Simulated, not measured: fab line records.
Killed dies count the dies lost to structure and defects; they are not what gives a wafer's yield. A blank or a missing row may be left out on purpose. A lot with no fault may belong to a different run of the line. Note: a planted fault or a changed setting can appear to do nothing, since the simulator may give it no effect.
8D (eight disciplines) problem report, filled in by code || flow berkeley-cmos170 || the parts of the form that need people (team, actions taken, sign-off) are left out

1. PROBLEM STATEMENT
oes-product-au at UCB170_M2_ETCH_17 reads a mean of 0.746 a.u. on 6 wafers of 2 lots; wafers without a fault read 1.000 a.u. with a standard deviation of 0.012. Relative to the usual mean, that is a shift of -21 standard deviations.
The step: etches BARC in N2/H2.
Earliest sighting: wafer L828.1 on rie-diel-01 at day 8 04:53. Wafers with a number at this step in the record: 42, from 14 lots. Rule for "out", or "out of limits": more than 4 standard deviations from the usual mean. Any other wafer with a number is counted as sound.

2. WHAT THIS IS AND IS NOT
{"question": "which readings at this step", "is": "oes-product-au", "is not": "drypump-motor-current-A, h2-flow-sccm, throttle-valve-pct"}
{"question": "which lots", "is": "L826, L828", "is not": "L823, L824, L825, L836, L837, L840, L841, L842, L843, L844, L845, L846"}
{"question": "which wafers of those lots", "is": "all that have a number", "is not": "-"}
{"question": "read on which tools", "is": "rie-diel-01", "is not": "rie-diel-02, rie-diel-03"}
{"question": "when", "is": "from day 8 04:53", "is not": "up to then (9 sound wafers); but 27 sound wafers of L836, L837, L840, L841, L842, L843, L844, L845, L846 came after"}

3. SUSPECTS, AND WHAT RULES EACH OUT
Counting: any tool at a process step up to the reading is kept as a suspect provided that every lot that is out went through it and no sound lot did after the first of them.
- rie-diel-01 at UCB170_M2_ETCH_17 (etches BARC in N2/H2): ruled out as a lasting fault. Following L828 (day 8 04:53), the first lot on it that is out, the sound lots L840, L843, L846 were run on it.
Left after counting: nothing in the record.

4. THE CAUSE (what the simulator had put in)
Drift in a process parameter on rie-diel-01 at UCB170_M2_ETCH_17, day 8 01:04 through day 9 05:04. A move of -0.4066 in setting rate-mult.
Counting ruled it out, wrongly.

5. THE CHAIN OF EFFECTS, in route order
Each row: a reading whose mean over the struck wafers that have a number lies more than 3 standard deviations from the usual. Only readings whose record carries a usual standard deviation are examined. hours: median over the lots of the time between each lot's start at the first step of this table that gives one and its start at this step. sigmas: the change, counted in usual standard deviations.
{"hours": 0, "step": "UCB170_M2_ETCH_17", "reading": "oes-product-au", "usual": "1.000 a.u.", "on struck wafers": 0.746, "change": -0.254, "sigmas": -21}
The process steps in it:
- UCB170_M2_ETCH_17: etches BARC in N2/H2.

6. WHAT WOULD HAVE CAUGHT IT SOONER
4 hours passed between the start of the fault at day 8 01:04 and the first reading out of limits in this record, taken at day 8 04:53.
